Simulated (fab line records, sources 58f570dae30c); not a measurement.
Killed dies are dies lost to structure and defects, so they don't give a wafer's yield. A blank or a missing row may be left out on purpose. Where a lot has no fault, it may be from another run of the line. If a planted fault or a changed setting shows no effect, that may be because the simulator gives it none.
A struck lot beside a sound one || flow berkeley cmos170 || 15 out of 331 route steps
Sound: these wafers, L865.3, L865.4, L865.5. Wafers L871.1, L871.2, L871.5 were the ones struck. The cause is named last.
Each step with rows lists, per side, the tool, then ch with its chambers, then its first start. Under that, the readings that differ: sound wafers || struck wafers || difference of the means || sigmas: that difference in standard deviations of wafers without a fault.
alike: a reading whose means differ by less than 2 such deviations, as well as words and numbers matching on both sides. not compared: withheld readings; readings where some wafer has no value; bounds like >300 that might hide an equal value; numbers whose values overlap and for which the record gives no deviation.
A row with sigmas, a row that says differs or no value, or rows on one side alone: a step with any of these is where the two part. When numbers do not overlap yet have no deviation, they are printed without sigmas and do not part them. A reading that every wafer of one side lacks parts them only if that side has two wafers or more.

first, 4 steps without rows for these wafers: UCB170_PSD_SOFTBAKE_02 (time 60 s); UCB170_PSD_EXPOSE_03 (exposes mask PSELECT MOD, target cd 1200 nm); UCB170_PSD_PEB_04; UCB170_PSD_DEVELOP_05 (develop time 45 s).
UCB170_PSD_CD_MEAS_06: target cd 1200 nm.
  struck on cd sem-01, day 8 06:51; sound on cd sem-02, day 6 06:26
  alike: cd nm
UCB170_PSD_OVL_MEAS_07:
  struck on overlay-02, day 8 06:58; sound on overlay-02, day 6 06:32
  alike: PSD_OVL
after that, 1 step had no rows for these wafers: UCB170_PSD_IMPLANT_08.
UCB170_PSD_STRIP_09: strips in O2.
  sound on plasma asher-02 ch 0,1, day 6 06:44; struck on plasma asher-03 ch 0,1, day 8 07:09
  alike: drypump motor current A, oes product au, strip time to endpoint s
  not compared: rf hours counter h
UCB170_PSD_TW_MEAS_10:
  struck on film metro-03, day 8 07:15; sound on film metro-02, day 6 06:49
  alike: PSD_TW
then, 3 steps without rows for these wafers: UCB170_PSD_CLEAN_11 (cleans in SPM, time 600 s); UCB170_NSD_HMDS_00 (prime time 60 s); UCB170_NSD_COAT_01 (resist thk 900 nm).
UCB170_NSD_SOFTBAKE_02: time 60 s.
  sound on litho track-02 ch 0, day 6 09:38; struck on litho track-03 ch 0, day 8 08:02
{"reading": "heater power total W (W)", "sound": "56.79 56.74 56.93", "struck": "59.27 59.22 59.26", "difference": "+2.43", "sigmas": "+55"}
{"reading": "run length s (s)", "sound": "89.28 89.25 89.18", "struck": "80.88 80.75 81.01", "difference": -8.36, "sigmas": -64}
  alike: resist line temp C
then, 1 step without rows for these wafers: UCB170_NSD_EXPOSE_03 (exposes mask NSELECT MOD, target cd 1200 nm).
UCB170_M3_PROBE_99:
  only the struck wafers here have rows in the record (prober-01, day 9 16:23); the sound ones have none

WHERE THEY PART
First at UCB170_NSD_SOFTBAKE_02; last, within this record, at UCB170_M3_PROBE_99.

WHY: whatever the simulator had introduced
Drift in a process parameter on litho track-03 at UCB170_NSD_SOFTBAKE_02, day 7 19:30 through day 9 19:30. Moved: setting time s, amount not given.
